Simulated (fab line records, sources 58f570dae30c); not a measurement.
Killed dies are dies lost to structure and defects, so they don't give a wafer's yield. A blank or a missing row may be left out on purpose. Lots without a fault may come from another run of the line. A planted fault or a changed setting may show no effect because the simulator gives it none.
A struck lot beside a sound one | flow berkeley_cmos170 | 15 steps out of a route of 331
Sound: wafers L949.4, L949.5, L949.6. Struck: wafers L964.3, L964.4. The cause comes at the end.
At each step with rows: each side's tool, then ch and its chambers, then its first start. Under that, the readings that differ: sound wafers | struck wafers | difference of the means | sigmas: that difference in standard deviations of wafers without a fault.
alike: readings whose means differ by less than 2 such deviations, and words and numbers that are the same on both sides. not compared: withheld readings, readings that some wafer has no value for, bounds like >300 that may hide the same value, and numbers for which the record gives no deviation and whose values overlap.
The two part at a step that has a row with sigmas, a row that says differs or no value, or rows on one side only. Numbers that don't overlap but have no deviation are shown without sigmas and don't part them. A reading that every wafer of one side lacks parts them only if that side has two wafers or more.

first, 5 steps without rows for these wafers: UCB170_WELLDRIVE_ANNEAL_03 (time 900 s); UCB170_WELLDRIVE_WET_ETCH_04 (etches SiO2 in BOE, time 120 s); UCB170_ACTIVE_CLEAN_00 (cleans in SPM, time 600 s); UCB170_ACTIVE_CLEAN_01 (cleans in dHF, time 60 s); UCB170_ACTIVE_OXIDATION_02 (target thk 26.4 nm, ox time 1260 s).
UCB170_ACTIVE_THK_MEAS_03:
  sound on film_metro-04, day 6 00:27; struck on film_metro-04, day 9 14:56
  alike: ACTIVE_OXIDE_THK
then, 2 steps without rows for these wafers: UCB170_ACTIVE_ANNEAL_04 (time 900 s); UCB170_ACTIVE_CVD_05 (deposits Si3N4 from SiH2Cl2/NH3, target thk 220 nm, time 3300 s).
UCB170_ACTIVE_THK_MEAS_06:
  sound on film_metro-04, day 6 09:16; struck on film_metro-03, day 10 02:30
  reading                 | sound             | struck      | difference | sigmas
  ACTIVE_NITRIDE_THK (nm) | 218.2 216.4 219.8 | 222.0 224.5 | +5.1       | +2
then, 3 steps without rows for these wafers: UCB170_ACTIVE_HMDS_07 (prime time 60 s); UCB170_ACTIVE_COAT_08 (resist thk 885.5 nm); UCB170_ACTIVE_SOFTBAKE_09 (time 60 s).
UCB170_ACTIVE_EXPOSE_10: exposes mask ACTIVE, target cd 1200 nm.
  sound on krf_scanner-02 ch 0, day 6 10:08; struck on krf_scanner-01 ch 0, day 10 03:16
  reading              | sound                | struck        | difference | sigmas
  exposure_dose_mJ_cm2 | 19.905 19.905 19.910 | 19.848 19.839 | -0.063     | -4
  alike: mask
then, 1 step without rows for these wafers: UCB170_ACTIVE_PEB_11.
UCB170_M3_PROBE_99:
  the record has rows for the sound wafers here (prober-01, day 10 21:33) and none for the struck ones

WHERE THEY PART
First at UCB170_ACTIVE_THK_MEAS_06; last, within this record, at UCB170_M3_PROBE_99.

WHY: what the simulator had put in
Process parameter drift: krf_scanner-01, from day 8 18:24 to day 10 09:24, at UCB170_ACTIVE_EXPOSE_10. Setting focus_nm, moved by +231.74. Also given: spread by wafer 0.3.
